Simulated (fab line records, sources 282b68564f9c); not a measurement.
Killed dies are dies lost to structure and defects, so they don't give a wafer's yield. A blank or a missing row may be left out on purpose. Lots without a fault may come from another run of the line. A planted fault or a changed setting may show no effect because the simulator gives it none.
fab line records | flow rit_cmos
record lots=5 wafers=23
route steps=202 shown GATE@81 NLDD@104 PLDD@122 NSD@139 SDANNEAL@155 SILICIDE@162 M1@202
start_h: hours from the record's first day to the start of the lot's first wafer shown | wait_h: hours since the lot's step before | " the same as in the row above | L1.1+2: a row that stands for several wafers | - no value, or no start given | * or withheld: withheld | < > ~ a bound
route shown NAME@n: a module of which the file shows steps, and the number in the route of the first | usual: mean/standard deviation of fault-free wafers | same: alike in all rows | chamber/n: place in a boat | sites: the reading at each site | _std_site: their standard deviation | _edge_site: outer sites' mean less inner sites' | radius_mm: how far each site lies from the wafer's centre | mask NAME#n: copy n | behind: the tool/chamber that last shaped the wafer | hold: why the lot was held/for how many hours/how that ended | device: the transistor (n, p or np) that didn't switch | end of line: the same wafers' tests at the end of the route | a step without rows: its recipe alone | killed: dies lost to structure and defects at the first sort, not the wafer's yield | map: a wafer's dies, x killed, . not, _ none there
set.NAME: the setting as run; set.NAME@STEP: as run at that earlier step | model.NAME: the simulator's own value behind a step, which no gauge read
lots whose settings were changed on purpose; a table a step, a row a wafer
## steps
# step RIT_GATE_OXIDATION_05
# recipe temp_c=900 ambient=O2 target_thk_a=30 ox_time_s=270
# columns lot.wafer tool chamber start_h wait_h set.temp_c model.SiO2_of_GATE_OXIDATION_05.thk_nm
L075.1 - - - 1.1 887.9 2.496
L075.2 " - " " 887.9 2.487
L075.3 " - " " 887.9 2.519
L075.5 " - " " 887.9 2.515
L075.6 " - " " 887.9 2.521
L076.1 - - - 0.1 907.5 3.279
L076.2 " - " " 907.5 3.295
L076.4 " - " " 907.5 3.28
L076.5 " - " " 907.5 3.274
L076.6 " - " " 907.5 3.291
L077.1 - - - 0.1 891.5 2.691
L077.2 " - " " 891.5 2.686
L077.4 " - " " 891.5 2.737
L077.5 " - " " 891.5 2.74
L077.6 " - " " 891.5 2.729
L081.1 - - - 0.3 891.5 2.744
L081.3 " - " " 891.5 2.72
L081.4 " - " " 891.5 2.696
L081.5 " - " " 891.5 2.751
L081.6 " - " " 891.5 2.701
L082.1 furnace-01 0 78.77 3.1 900 2.911
L082.4 " 0 " " 900 2.971
L082.6 " 0 " " 900 2.981
# step RIT_GATE_ANNEAL_06
# recipe temp_c=900 time_s=600 ambient=N2O
# step RIT_GATE_THK_MEAS_07
# recipe reads=SiO2_of_GATE_OXIDATION_05
# usual GATE_OXIDE_THK=3.00/0.048
# columns lot.wafer tool chamber start_h wait_h set.temp_c@GATE_OXIDATION_05 GATE_OXIDE_THK[nm]
L075.1 film_metro-03 - 44.35 0.0 887.9 2.45
L075.2 " - " " 887.9 2.50
L075.3 " - " " 887.9 2.49
L075.5 " - " " 887.9 2.49
L075.6 " - " " 887.9 2.53
L076.1 film_metro-04 - 46.31 0.0 907.5 3.29
L076.2 " - " " 907.5 3.30
L076.4 " - " " 907.5 3.28
L076.5 " - " " 907.5 3.36
L076.6 " - " " 907.5 3.25
L077.1 film_metro-02 - 57.57 0.0 891.5 2.67
L077.2 " - " " 891.5 2.66
L077.4 " - " " 891.5 2.78
L077.5 " - " " 891.5 2.76
L077.6 " - " " 891.5 2.73
L081.1 film_metro-03 - 71.80 0.0 891.5 2.75
L081.3 " - " " 891.5 2.73
L081.4 " - " " 891.5 2.72
L081.5 " - " " 891.5 2.75
L081.6 " - " " 891.5 2.67
L082.1 film_metro-02 - 82.32 0.0 900 2.91
L082.4 " - " " 900 3.00
L082.6 " - " " 900 2.97
# step RIT_GATE_CVD_08
# recipe material=poly-Si target_thk_nm=250 temp_c=610 precursor=SiH4 time_s=2220 pressure_mtorr=300 sih4_flow_sccm=100
# columns lot.wafer tool chamber start_h wait_h set.sih4_flow_sccm model.poly-Si_of_GATE_CVD_08.thk_nm
L075.1 - - - 0.1 111 278.7
L075.2+5 " - " " 111 278.3
L075.3 " - " " 111 280.1
L075.6 " - " " 111 280
L076.1 - - - 0.1 113.5 284.1
L076.2 " - " " 113.5 281.8
L076.4 " - " " 113.5 281.1
L076.5 " - " " 113.5 281.6
L076.6 " - " " 113.5 283.2
L077.1 - - - 0.1 100 251.5
L077.2+5 " - " " 100 251.4
L077.4 " - " " 100 251.3
L077.6 " - " " 100 252.1
L081.1+5 - - - 2.1 92.52 231.1
L081.3 " - " " 92.52 230.3
L081.4 " - " " 92.52 231
L081.6 " - " " 92.52 229.7
L082.1 lpcvd-01 1 82.38 0.1 100 249.9
L082.4 " 1 " " 100 249.8
L082.6 " 1 " " 100 250.5
# step RIT_GATE_THK_MEAS_09
# recipe reads=poly-Si_of_GATE_CVD_08
# usual GATE_POLY_THK=249.9/2.3
# columns lot.wafer tool chamber start_h wait_h set.sih4_flow_sccm@GATE_CVD_08 GATE_POLY_THK[nm]
L075.1 film_metro-04 - - - 111 278.6
L075.2 " - " " 111 278.1
L075.3 " - " " 111 279.8
L075.5 " - " " 111 278.1
L075.6 " - " " 111 280.3
L076.1 film_metro-03 - - - 113.5 283.9
L076.2 " - " " 113.5 281.8
L076.4 " - " " 113.5 281.4
L076.5 " - " " 113.5 281.7
L076.6 " - " " 113.5 282.9
L077.1 film_metro-04 - - - 100 251.6
L077.2 " - " " 100 251.4
L077.4 " - " " 100 251.6
L077.5 " - " " 100 251.1
L077.6 " - " " 100 252.4
L081.1 film_metro-04 - - - 92.52 231.0
L081.3 " - " " 92.52 230.3
L081.4 " - " " 92.52 231.2
L081.5 " - " " 92.52 231.0
L081.6 " - " " 92.52 229.8
L082.1 film_metro-04 - 83.99 0.0 100 249.8
L082.4 " - " " 100 249.7
L082.6 " - " " 100 250.5
# step RIT_GATE_DEVELOP_15
# recipe resist=NOVOLAK develop_time_s=50 dev_temp_c=23
# columns lot.wafer tool chamber start_h wait_h set.dev_temp_c
L075.1+5+6 litho_track-04 0 - - 20.02
L075.2+3 " 0 " " 23
L076.1+2+5 litho_track-03 0 - - 19.25
L076.4+6 " 0 " " 23
L077.1+2+4 litho_track-01 0 - - 23
L077.5+6 " 0 " " 25.04
L081.1+3+4+5+6 litho_track-03 0 - - 23
L082.1+4+6 litho_track-04 0 - - 23
# step RIT_GATE_HARDBAKE_18
# recipe resist=NOVOLAK temp_c=140 time_s=60
# step RIT_GATE_ETCH_19
# recipe chemistry=SF6/CHF3/O2 time_s=165 SF6_flow_sccm=30 CHF3_flow_sccm=30 O2_flow_sccm=5 target=poly-Si pressure_mtorr=40 rf_w=160 target_depth_a=3125 over_etch_frac=0.25 stop_on=SiO2
# usual oes_product_au=0.844/0.011
# columns lot.wafer tool chamber start_h wait_h set.sih4_flow_sccm@GATE_CVD_08 oes_product_au
L075.1 rie_si-02 0 47.37 0.1 111 0.933
L075.2 " 3 " " 111 0.898
L075.3 " 1 " " 111 0.903
L075.5 " 2 " " 111 0.917
L075.6 " 3 " " 111 0.911
L076.1 rie_si-01 3 49.20 0.1 113.5 0.942
L076.2 " 1 " " 113.5 0.921
L076.4 " 3 " " 113.5 0.928
L076.5 " 1 " " 113.5 0.920
L076.6 " 0 " " 113.5 0.910
L077.1 rie_si-01 2 60.99 0.1 100 0.842
L077.2 " 0 " " 100 0.843
L077.4 " 3 " " 100 0.861
L077.5 " 2 " " 100 0.837
L077.6 " 3 " " 100 0.853
L081.1 rie_si-01 0 77.14 0.1 92.52 0.797
L081.3 " 3 " " 92.52 0.810
L081.4 " 2 " " 92.52 0.791
L081.5 " 0 " " 92.52 0.790
L081.6 " 1 " " 92.52 0.800
L082.1 rie_si-02 0 85.33 0.1 100 0.858
L082.4 " 3 " " 100 0.843
L082.6 " 1 " " 100 0.840
# step RIT_NLDD_COAT_01
# recipe resist=NOVOLAK spin_rpm=3250 resist_thk_nm=1000
# columns lot.wafer tool chamber start_h wait_h set.resist_thk_nm model.NOVOLAK_of_NLDD_COAT_01.thk_nm
L075.1+5 litho_track-02 0 52.16 0.1 1000 997.1
L075.2+3 " 0 " " 1055 1054
L075.6 " 0 " " 1055 1050
L076.1 litho_track-02 0 53.65 0.1 1000 996.8
L076.2 " 0 " " 1023 1020
L076.4 " 0 " " 1023 1021
L076.5 " 0 " " 1023 1018
L076.6 " 0 " " 1000 994.3
L077.1 litho_track-01 0 64.81 0.1 970.5 968.1
L077.2 " 0 " " 1000 1000
L077.4 " 0 " " 970.5 970.5
L077.5 " 0 " " 1000 997.3
L077.6 " 0 " " 970.5 969.3
L081.1 litho_track-01 0 82.69 0.1 1000 998.2
L081.3 " 0 " " 971.6 971.4
L081.4 " 0 " " 971.6 974.7
L081.5 " 0 " " 1000 998.1
L081.6 " 0 " " 1000 999.3
L082.1 litho_track-02 0 89.45 0.1 1000 997.9
L082.4 " 0 " " 1000 999.5
L082.6 " 0 " " 1000 997.4
# step RIT_NLDD_SOFTBAKE_02
# recipe resist=NOVOLAK temp_c=90 time_s=60
# step RIT_NLDD_EXPOSE_03
# recipe mask_id=M7 na=0.57 target_cd_nm=40700 dose_mj=250
# step RIT_NLDD_DEVELOP_05
# recipe resist=NOVOLAK develop_time_s=50 dev_temp_c=23
# step RIT_NLDD_HARDBAKE_07
# recipe resist=NOVOLAK temp_c=140 time_s=60
# columns lot.wafer tool chamber start_h wait_h set.resist_thk_nm@NLDD_COAT_01 model.NOVOLAK_of_NLDD_COAT_01.thk_nm
L075.1+5 litho_track-03 0 53.02 0.0 1000 881.3
L075.2 " 0 " " 1055 931.4
L075.3 " 0 " " 1055 930.7
L075.6 " 0 " " 1055 927.2
L076.1 litho_track-01 0 54.57 0.0 1000 881
L076.2 " 0 " " 1023 901
L076.4 " 0 " " 1023 902.3
L076.5 " 0 " " 1023 899.6
L076.6 " 0 " " 1000 878.7
L077.1 litho_track-02 0 65.67 0.0 970.5 855.9
L077.2 " 0 " " 1000 883.9
L077.4 " 0 " " 970.5 857.9
L077.5 " 0 " " 1000 881.4
L077.6 " 0 " " 970.5 856.9
L081.1 litho_track-02 0 83.62 0.0 1000 882.2
L081.3 " 0 " " 971.6 858.7
L081.4 " 0 " " 971.6 861.7
L081.5 " 0 " " 1000 882.1
L081.6 " 0 " " 1000 883.2
L082.1 litho_track-02 0 90.54 0.1 1000 881.9
L082.4 " 0 " " 1000 883.3
L082.6 " 0 " " 1000 881.5
# step RIT_PLDD_IMPLANT_08
# recipe species=BF2 energy_kev=20 dose_cm2=9e+14 tilt_deg=7
# columns lot.wafer tool chamber start_h wait_h set.dose_cm2
L075.1+2+3 implanter-02 0 54.84 0.1 9e+14
L075.5+6 " 0 " " 9.454e+14
L076.1+5+6 implanter-03 0 56.14 0.1 9.539e+14
L076.2+4 " 0 " " 9e+14
L077.1+4 implanter-01 0 67.37 0.1 9.673e+14
L077.2+5+6 " 0 " " 9e+14
L081.1+3+4+5+6 implanter-03 0 85.33 0.1 9e+14
L082.1+4+6 implanter-01 0 92.11 0.1 9e+14
# step RIT_PLDD_STRIP_09
# recipe chemistry=O2 time_s=180 resist=NOVOLAK platen_temp_c=withheld power_w=500 pressure_mtorr=4000 o2_flow_sccm=3860
# step RIT_PLDD_TW_MEAS_10
# usual PLDD_TW=2352/14
# columns lot.wafer tool chamber start_h wait_h set.dose_cm2@PLDD_IMPLANT_08 PLDD_TW
L075.1 film_metro-02 - 55.17 0.1 9e+14 2360
L075.2 " - " " 9e+14 2362
L075.3 " - " " 9e+14 2368
L075.5 " - " " 9.454e+14 2382
L075.6 " - " " 9.454e+14 2385
L076.1 film_metro-01 - 56.47 0.1 9.539e+14 2383
L076.2 " - " " 9e+14 2350
L076.4 " - " " 9e+14 2351
L076.5 " - " " 9.539e+14 2387
L076.6 " - " " 9.539e+14 2382
L077.1 film_metro-03 - 67.70 0.1 9.673e+14 2390
L077.2 " - " " 9e+14 2346
L077.4 " - " " 9.673e+14 2387
L077.5 " - " " 9e+14 2339
L077.6 " - " " 9e+14 2348
L081.1 film_metro-01 - 85.65 0.1 9e+14 2371
L081.3 " - " " 9e+14 2354
L081.4 " - " " 9e+14 2365
L081.5 " - " " 9e+14 2361
L081.6 " - " " 9e+14 2364
L082.1 film_metro-03 - 92.44 0.1 9e+14 2360
L082.4 " - " " 9e+14 2371
L082.6 " - " " 9e+14 2362
# step RIT_NSD_IMPLANT_08
# recipe species=P energy_kev=25 dose_cm2=1e+15 tilt_deg=7
# columns lot.wafer tool chamber start_h wait_h set.energy_kev model.implant.rp_nm model.implant.drp_nm
L075.1+6 implanter-01 0 58.88 0.1 25 32.38 14.84
L075.2+3+5 " 0 " " 25.74 33.02 15.1
L076.1+2 implanter-01 0 60.19 0.1 23.67 31.06 14.36
L076.4+5+6 " 0 " " 25 32.23 14.84
L077.1+5+6 implanter-01 0 72.40 0.1 25 32.12 14.84
L077.2+4 " 0 " " 25.74 32.76 15.1
L081.1+6 implanter-01 0 89.40 0.1 23.87 32.3 14.43
L081.3+4+5 " 0 " " 25 33.33 14.84
L082.1+4+6 implanter-01 0 96.11 0.1 25 33.49 14.84
# step RIT_NSD_STRIP_09
# recipe chemistry=O2 time_s=180 resist=NOVOLAK platen_temp_c=withheld power_w=500 pressure_mtorr=4000 o2_flow_sccm=4000
# step RIT_NSD_TW_MEAS_10
# usual NSD_TW=3131/16
# columns lot.wafer tool chamber start_h wait_h set.energy_kev@NSD_IMPLANT_08 NSD_TW
L075.1 film_metro-01 - 59.21 0.1 25 3122
L075.2 " - " " 25.74 3144
L075.3 " - " " 25.74 3155
L075.5 " - " " 25.74 3157
L075.6 " - " " 25 3133
L076.1 film_metro-01 - 60.51 0.1 23.67 3060
L076.2 " - " " 23.67 3091
L076.4 " - " " 25 3110
L076.5 " - " " 25 3128
L076.6 " - " " 25 3127
L077.1 film_metro-02 - 72.73 0.1 25 3152
L077.2 " - " " 25.74 3173
L077.4 " - " " 25.74 3179
L077.5 " - " " 25 3149
L077.6 " - " " 25 3155
L081.1 film_metro-01 - 89.73 0.1 23.87 3099
L081.3 " - " " 25 3141
L081.4 " - " " 25 3136
L081.5 " - " " 25 3119
L081.6 " - " " 23.87 3097
L082.1 film_metro-01 - 96.43 0.1 25 3163
L082.4 " - " " 25 3124
L082.6 " - " " 25 3140
# step RIT_SDANNEAL_CLEAN_02
# recipe chemistry=SC2 mix=3:3:50 time_s=600 temp_c=75 dry=n2_spin
# columns lot.wafer tool chamber start_h wait_h set.time_s
L075.1+2+3+5+6 - - - 0.0 642.8
L076.1+2+4+5+6 - - - 0.0 653
L077.1+2+4+5+6 - - - 0.0 600
L081.1+3+4+5+6 - - - 0.0 673.8
L082.1+4+6 wet_bench-03 3 98.12 0.0 600
# step RIT_SDANNEAL_RTA_03
# recipe temp_c=1050 time_s=5 idle_temp_c=600 ramp_up_c_per_s=342 ramp_down_c_per_s=171 cool_to_c=600 ambient=N2
# step RIT_SDANNEAL_RS_MEAS_06
# recipe thk_meas_gauge=four-point-probe
# usual PLDD_RS=178.4/0.38
# columns lot.wafer tool chamber start_h wait_h set.dose_cm2@PLDD_IMPLANT_08 PLDD_RS[ohm/sq]
L075.1 film_metro-01 - 61.67 0.1 9e+14 178.4
L075.2 " - " " 9e+14 178.2
L075.3 " - " " 9e+14 178.5
L075.5 " - " " 9.454e+14 174.2
L075.6 " - " " 9.454e+14 174.1
L076.1 film_metro-02 - 62.96 0.1 9.539e+14 173.4
L076.2 " - " " 9e+14 178.5
L076.4 " - " " 9e+14 178.7
L076.5 " - " " 9.539e+14 173.3
L076.6 " - " " 9.539e+14 173.6
L077.1 film_metro-01 - 75.04 0.1 9.673e+14 172.0
L077.2 " - " " 9e+14 178.1
L077.4 " - " " 9.673e+14 171.8
L077.5 " - " " 9e+14 178.3
L077.6 " - " " 9e+14 177.9
L081.1 film_metro-01 - 92.07 0.1 9e+14 178.8
L081.3 " - " " 9e+14 178.5
L081.4 " - " " 9e+14 178.7
L081.5 " - " " 9e+14 178.6
L081.6 " - " " 9e+14 178.0
L082.1 film_metro-02 - 98.61 0.1 9e+14 178.8
L082.4 " - " " 9e+14 178.6
L082.6 " - " " 9e+14 178.1
# step RIT_SILICIDE_SPUTTER_01
# recipe material=Ti target_thk_nm=30 power_w=350 chamber_pressure_pa=0.667 gas=Ar time_s=240 substrate_temp_c=25
# columns lot.wafer tool chamber start_h wait_h set.power_w model.Ti_of_SILICIDE_SPUTTER_01.thk_nm
L075.1 pvd_sputter-02 - 61.92 0.0 350 29.54
L075.2 " - " " 350 29.93
L075.3 " - " " 350 29.66
L075.5 " - " " 350 29.85
L075.6 " - " " 350 29.94
L076.1 pvd_sputter-01 - 63.22 0.0 327.2 27.8
L076.2 " - " " 327.2 28.05
L076.4 " - " " 350 29.84
L076.5 " - " " 327.2 27.81
L076.6 " - " " 350 29.97
L077.1 pvd_sputter-02 - 75.29 0.0 350 29.66
L077.2 " - " " 319.1 27.53
L077.4 " - " " 350 30.12
L077.5 " - " " 319.1 27.46
L077.6 " - " " 350 29.68
L081.1 pvd_sputter-02 - 92.33 0.0 363.4 30.81
L081.3 " - " " 363.4 30.83
L081.4 " - " " 350 29.99
L081.5 " - " " 363.4 31.22
L081.6 " - " " 350 29.89
L082.1 pvd_sputter-01 - 98.86 0.0 350 30.21
L082.4 " - " " 350 30.24
L082.6 " - " " 350 30.28
# step RIT_SILICIDE_RS_MEAS_02
# recipe thk_meas_gauge=four-point-probe reads=Ti_of_SILICIDE_SPUTTER_01
# usual SILICIDE_TI_RS=48.0/0.54
# columns lot.wafer tool chamber start_h wait_h set.power_w@SILICIDE_SPUTTER_01 SILICIDE_TI_RS[ohm/sq]
L075.1 film_metro-02 - 62.07 0.1 350 48.9
L075.2 " - " " 350 48.0
L075.3 " - " " 350 48.6
L075.5 " - " " 350 48.2
L075.6 " - " " 350 47.9
L076.1 film_metro-04 - 63.37 0.1 327.2 52.6
L076.2 " - " " 327.2 52.1
L076.4 " - " " 350 48.2
L076.5 " - " " 327.2 52.8
L076.6 " - " " 350 47.9
L077.1 film_metro-03 - 75.44 0.1 350 48.6
L077.2 " - " " 319.1 53.2
L077.4 " - " " 350 47.6
L077.5 " - " " 319.1 53.5
L077.6 " - " " 350 48.5
L081.1 film_metro-04 - 92.48 0.1 363.4 46.3
L081.3 " - " " 363.4 46.1
L081.4 " - " " 350 47.9
L081.5 " - " " 363.4 45.5
L081.6 " - " " 350 48.1
L082.1 film_metro-02 - 99.01 0.1 350 47.4
L082.4 " - " " 350 47.3
L082.6 " - " " 350 47.3
# step RIT_SILICIDE_THK_MEAS_03
# recipe thk_meas_gauge=xrf reads=Ti_of_SILICIDE_SPUTTER_01
# usual SILICIDE_TI_THK=29.67/0.27
# columns lot.wafer tool chamber start_h wait_h set.power_w@SILICIDE_SPUTTER_01 SILICIDE_TI_THK[nm]
L075.1 film_metro-02 - 62.19 0.1 350 29.17
L075.2 " - " " 350 29.53
L075.3 " - " " 350 29.15
L075.5 " - " " 350 29.34
L075.6 " - " " 350 29.54
L076.1 film_metro-04 - 63.49 0.1 327.2 27.99
L076.2 " - " " 327.2 27.91
L076.4 " - " " 350 29.84
L076.5 " - " " 327.2 27.71
L076.6 " - " " 350 29.98
L077.1 film_metro-03 - 75.56 0.1 350 29.59
L077.2 " - " " 319.1 27.54
L077.4 " - " " 350 29.96
L077.5 " - " " 319.1 27.26
L077.6 " - " " 350 29.55
L081.1 film_metro-04 - 92.60 0.1 363.4 30.41
L081.3 " - " " 363.4 30.56
L081.4 " - " " 350 29.56
L081.5 " - " " 363.4 31.00
L081.6 " - " " 350 29.75
L082.1 film_metro-02 - 99.13 0.1 350 29.70
L082.4 " - " " 350 29.76
L082.6 " - " " 350 29.86
# step RIT_M1_PROBE_99
# usual killed_at_contacts=0.1/0.35 killed_at_front_end=7/3.3 killed_dies=8/3.3 killed_open=3.4/1.8 killed_short=4.1/2.2
# same gross_dies=264 killed_at_M0_to_M3=0 killed_at_M4_up=0 killed_at_back_side=0 killed_at_other=0
# columns lot.wafer tool chamber start_h wait_h set.dev_temp_c@GATE_DEVELOP_15 killed_at_contacts killed_at_front_end killed_dies killed_open killed_short model.etest.nmos_0p15.drive_ua_um model.etest.nmos_0p15.r_on_ohm_um model.etest.nmos_0p3.r_on_ohm_um model.etest.pmos_0p15.r_on_ohm_um model.etest.pmos_0p3.r_on_ohm_um model.etest.pmos_turned.r_on_ohm_um
L075.1 prober-02 - 69.20 0.1 20.02 0 29 29 3 1 601.2 1015 1942 2191 5208 2979
L075.2 prober-02 - 69.25 0.1 23 0 3 3 1 2 518.5 1110 2021 2530 5503 3245
L075.3 prober-02 - 69.30 0.2 23 0 8 8 4 4 504 1141 2063 2594 5646 3429
L075.5 prober-02 - 69.40 0.2 20.02 0 28 28 5 10 595.5 1003 1919 2174 5141 2921
L075.6 prober-02 - 69.45 0.2 20.02 0 23 23 4 5 592.5 1002 1933 2153 5174 2909
L076.1 prober-01 - 70.70 0.1 19.25 0 138 138 3 5 580.2 941.8 2027 2180 5916 3115
L076.2 prober-01 - 70.75 0.1 19.25 0 107 107 4 5 566.7 941.4 2058 2343 6298 3352
L076.4 prober-01 - 70.85 0.2 23 0 7 7 2 5 466.4 1092 2219 2790 6645 3759
L076.5 prober-01 - 70.90 0.2 19.25 0 112 112 2 3 568.7 940.8 2042 2261 6032 3236
L076.6 prober-01 - 70.95 0.2 23 1 6 7 4 3 438.5 1177 2277 2915 6846 3948
L077.1 prober-02 - 82.30 0.1 23 0 7 7 4 3 495 1086 2022 2605 5712 3232
L077.2 prober-02 - 82.35 0.1 23 1 4 5 2 2 507.4 1080 2001 2620 5842 3233
L077.4 prober-02 - 82.45 0.2 23 1 6 7 2 4 504.3 1118 2055 2586 5805 3200
L077.5 prober-02 - 82.50 0.2 25.04 0 4 4 2 2 457.7 1176 2103 2901 6088 3521
L077.6 prober-02 - 82.55 0.2 25.04 0 8 8 3 5 458.1 1181 2130 2920 6109 3536
L081.1 prober-02 - 99.10 0.1 23 0 10 10 5 5 514 1062 2002 2555 5756 3068
L081.3 prober-02 - 99.20 0.2 23 0 12 12 3 9 518.6 1077 2011 2556 5676 3054
L081.4 prober-02 - 99.25 0.2 23 0 6 6 3 3 505.4 1098 2022 2673 5812 3208
L081.5 prober-02 - 99.30 0.2 23 0 11 11 6 5 513.4 1081 2032 2638 5912 3186
L081.6 prober-02 - 99.35 0.2 23 0 7 7 4 3 516.8 1112 2026 2632 5746 3127
L082.1 prober-01 - 105.83 0.1 23 0 9 9 4 5 494.3 1090 2108 2760 6240 3539
L082.4 prober-01 - 105.98 0.2 23 1 7 8 4 4 488.1 1068 2114 2744 6328 3451
L082.6 prober-01 - 106.08 0.2 23 0 14 14 6 8 483.8 1081 2104 2796 6336 3513
# killed by level:class
L075.1 GATE:area_develop=25 REOX:geometric_particle:open=2 FOX1:geometric_particle:short=1 FOX2:geometric_particle:open=1
L075.2 FOX1:geometric_particle:short=1 GATE:geometric_particle:short=1 GATE:geometric_particle:open=1
L075.3 FOX1:geometric_particle:short=2 SPACER:geometric_particle:short=2 FOX1:geometric_particle:open=1 FOX2:geometric_particle:open=1 GATE:geometric_particle:open=1 SPACER:geometric_particle:open=1
L075.5 GATE:area_develop=12 GATE:geometric_particle:short=5 GATE:geometric_particle:open=4 FOX2:geometric_particle:short=2 SPACER:geometric_particle:short=2 SPACER:geometric_particle:open=1 SILICIDE:geometric_particle:short=1 PSD:coat_microbubble_printed=1
L075.6 GATE:area_develop=14 SPACER:geometric_particle:short=3 FOX2:geometric_particle:short=2 SILICIDE:geometric_particle:open=2 FOX2:geometric_particle:open=1 SPACER:geometric_particle:open=1
L076.1 GATE:area_develop=130 GATE:geometric_particle:short=2 GATE:geometric_particle:open=2 SILICIDE:geometric_particle:short=2 REOX:geometric_particle:short=1 REOX:geometric_particle:open=1
L076.2 GATE:area_develop=98 GATE:geometric_particle:short=3 REOX:geometric_particle:short=2 FOX1:geometric_particle:open=1 GATE:geometric_particle:open=1 REOX:geometric_particle:open=1 SILICIDE:geometric_particle:open=1
L076.4 GATE:geometric_particle:short=2 SILICIDE:geometric_particle:short=2 FOX2:geometric_particle:short=1 GATE:geometric_particle:open=1 SPACER:geometric_particle:open=1
L076.5 GATE:area_develop=107 GATE:geometric_particle:short=2 GATE:geometric_particle:open=2 FOX1:geometric_particle:short=1
L076.6 FOX2:geometric_particle:open=2 GATE:geometric_particle:open=2 FOX1:geometric_particle:short=1 SILICIDE:geometric_particle:short=1 CONTACT:geometric_particle:short=1
L077.1 REOX:geometric_particle:open=2 REOX:geometric_particle:short=2 FOX1:geometric_particle:open=1 FOX2:geometric_particle:open=1 GATE:geometric_particle:short=1
L077.2 GATE:geometric_particle:open=1 REOX:geometric_particle:open=1 SPACER:geometric_particle:short=1 CONTACT:geometric_particle:short=1 NLDD:coat_microbubble_printed=1
L077.4 REOX:geometric_particle:short=3 FOX2:geometric_particle:short=1 GATE:geometric_particle:open=1 REOX:geometric_particle:open=1 CONTACT:coat_microbubble_printed=1
L077.5 REOX:geometric_particle:open=2 FOX2:geometric_particle:short=1 REOX:geometric_particle:short=1
L077.6 REOX:geometric_particle:short=4 REOX:geometric_particle:open=2 GATE:geometric_particle:open=1 GATE:geometric_particle:short=1
L081.1 GATE:geometric_particle:short=3 FOX1:geometric_particle:open=2 REOX:geometric_particle:open=2 SPACER:geometric_particle:short=1 SILICIDE:geometric_particle:open=1 SILICIDE:geometric_particle:short=1
L081.3 GATE:geometric_particle:short=7 GATE:geometric_particle:open=2 SPACER:geometric_particle:open=1 SPACER:geometric_particle:short=1 SILICIDE:geometric_particle:short=1
L081.4 GATE:geometric_particle:open=2 FOX1:geometric_particle:short=1 FOX2:geometric_particle:short=1 FOX2:geometric_particle:open=1 GATE:geometric_particle:short=1
L081.5 GATE:geometric_particle:short=4 GATE:geometric_particle:open=4 FOX1:geometric_particle:open=1 SPACER:geometric_particle:open=1 SPACER:geometric_particle:short=1
L081.6 GATE:geometric_particle:open=2 SILICIDE:geometric_particle:open=2 FOX1:geometric_particle:short=1 GATE:geometric_particle:short=1 SPACER:geometric_particle:short=1
L082.1 GATE:geometric_particle:short=3 FOX2:geometric_particle:open=2 FOX1:geometric_particle:open=1 FOX2:geometric_particle:short=1 GATE:geometric_particle:open=1 SILICIDE:geometric_particle:short=1
L082.4 GATE:geometric_particle:short=2 REOX:geometric_particle:short=2 FOX2:geometric_particle:open=1 GATE:geometric_particle:open=1 REOX:geometric_particle:open=1 CONTACT:geometric_particle:open=1
L082.6 GATE:geometric_particle:short=4 GATE:geometric_particle:open=2 REOX:geometric_particle:open=2 FOX1:geometric_particle:short=1 FOX2:geometric_particle:short=1 FOX2:geometric_particle:open=1 SPACER:geometric_particle:short=1 SILICIDE:geometric_particle:short=1
## key
split step=RIT_GATE_OXIDATION_05 setting=temp_c stated=900 by=lot
response step=RIT_GATE_OXIDATION_05 reading=model.SiO2_of_GATE_OXIDATION_05.thk_nm change=+0.334 per=1% r=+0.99
response step=RIT_GATE_THK_MEAS_07 reading=GATE_OXIDE_THK change=+0.341 per=1% r=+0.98
split step=RIT_GATE_CVD_08 setting=sih4_flow_sccm stated=100 by=lot
response step=RIT_GATE_CVD_08 reading=model.poly-Si_of_GATE_CVD_08.thk_nm change=+2.5 per=1% r=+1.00
response step=RIT_GATE_THK_MEAS_09 reading=GATE_POLY_THK change=+2.49 per=1% r=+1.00
response step=RIT_GATE_ETCH_19 reading=oes_product_au change=+0.00604 per=1% r=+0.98
split step=RIT_GATE_DEVELOP_15 setting=dev_temp_c stated=23 by=wafer
response step=RIT_M1_PROBE_99 reading=model.etest.pmos_0p3.r_on_ohm_um change=+36.6 per=1% r=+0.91
response step=RIT_M1_PROBE_99 reading=model.etest.pmos_0p15.r_on_ohm_um change=+34 per=1% r=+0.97
response step=RIT_M1_PROBE_99 reading=model.etest.pmos_turned.r_on_ohm_um change=+35.1 per=1% r=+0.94
response step=RIT_M1_PROBE_99 reading=model.etest.nmos_0p3.r_on_ohm_um change=+10.9 per=1% r=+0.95
response step=RIT_M1_PROBE_99 reading=model.etest.nmos_0p15.r_on_ohm_um change=+10.6 per=1% r=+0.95
response step=RIT_M1_PROBE_99 reading=model.etest.nmos_0p15.drive_ua_um change=-6.72 per=1% r=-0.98
split step=RIT_NLDD_COAT_01 setting=resist_thk_nm stated=1000 by=wafer
response step=RIT_NLDD_COAT_01 reading=model.NOVOLAK_of_NLDD_COAT_01.thk_nm change=+9.92 per=1% r=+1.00
response step=RIT_NLDD_HARDBAKE_07 reading=model.NOVOLAK_of_NLDD_COAT_01.thk_nm change=+8.68 per=1% r=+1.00
split step=RIT_PLDD_IMPLANT_08 setting=dose_cm2 stated=9e+14 by=wafer
response step=RIT_PLDD_TW_MEAS_10 reading=PLDD_TW change=+5.39 per=1% r=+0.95
response step=RIT_SDANNEAL_RS_MEAS_06 reading=PLDD_RS change=-0.836 per=1% r=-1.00
split step=RIT_NSD_IMPLANT_08 setting=energy_kev stated=25 by=wafer
response step=RIT_NSD_IMPLANT_08 reading=model.implant.rp_nm change=+0.221 per=1% r=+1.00
response step=RIT_NSD_IMPLANT_08 reading=model.implant.drp_nm change=+0.09 per=1% r=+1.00
response step=RIT_NSD_TW_MEAS_10 reading=NSD_TW change=+8.21 per=1% r=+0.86
split step=RIT_SDANNEAL_CLEAN_02 setting=time_s stated=600 by=lot
response none clear
split step=RIT_SILICIDE_SPUTTER_01 setting=power_w stated=350 by=wafer
response step=RIT_SILICIDE_SPUTTER_01 reading=model.Ti_of_SILICIDE_SPUTTER_01.thk_nm change=+0.278 per=1% r=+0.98
response step=RIT_SILICIDE_RS_MEAS_02 reading=SILICIDE_TI_RS change=-0.606 per=1% r=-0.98
response step=RIT_SILICIDE_THK_MEAS_03 reading=SILICIDE_TI_THK change=+0.277 per=1% r=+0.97
